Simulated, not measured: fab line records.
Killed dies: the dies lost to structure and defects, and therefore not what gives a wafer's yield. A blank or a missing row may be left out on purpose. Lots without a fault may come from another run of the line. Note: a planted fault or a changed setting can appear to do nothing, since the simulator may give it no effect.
Which tool is to blame? ; flow berkeley cmos170 ; 18 wafers from 6 lots sampled at 3 of the route's 331 steps

## WHAT THE GAUGES READ, wafer by wafer
UCB170_NWELL_TW_MEAS_16.
lot;measured;on;NWELL_TW
L709;day 2 19:46;film metro-01;1239 1240 1242
L715;day 4 05:23;film metro-04;1248 1250 1246
L721;day 5 13:31;film metro-01;1237 1240 1238
L724;day 6 06:32;film metro-01;1246 1240 1240
L726;day 6 13:13;film metro-01;1231 1235 1234
L728;day 7 01:07;film metro-04;1247 1240 1245

## WHICH TOOL RAN EACH LOT (tool, then ch and the chambers of the sampled wafers, then the start)
lot;UCB170_ZERO_STRIP_07;UCB170_NWELL_IMPLANT_14
L709;plasma asher-02 ch 0,1, day 2 10:13;implanter-01 ch 0, day 2 19:31
L715;plasma asher-04 ch 0,1, day 3 14:11;implanter-01 ch 0, day 4 05:09
L721;plasma asher-02 ch 0,1, day 5 01:20;implanter-02 ch 0, day 5 13:16
L724;plasma asher-02 ch 0,1, day 5 15:17;implanter-01 ch 0, day 6 06:17
L726;plasma asher-04 ch 0,1, day 5 23:23;implanter-02 ch 0, day 6 12:58
L728;plasma asher-02 ch 0,1, day 6 11:46;implanter-02 ch 0, day 7 00:55
- UCB170_ZERO_STRIP_07: strips in O2.
- UCB170_NWELL_IMPLANT_14

## THE ANSWER, worked out from the rows above alone
Rule: the lots themselves supply what counts as usual. The widest of any qualifying gaps counts: lots, ordered by their means at a reading, are off when they make up no more than a third of the lots, leave a main group of 4 or more, and stand apart from it by 3 or more times the standard deviation of that group's means. A main group whose means are all the same, to the digits that the tables above print for the reading, isn't used. Also off: a lot with no number at a reading for which 4 or more lots have one. The other lots that the step has rows for count as sound.
None of the lots is off at any reading shown; this tells nothing.

## WHAT THE SIMULATOR HAD INSERTED
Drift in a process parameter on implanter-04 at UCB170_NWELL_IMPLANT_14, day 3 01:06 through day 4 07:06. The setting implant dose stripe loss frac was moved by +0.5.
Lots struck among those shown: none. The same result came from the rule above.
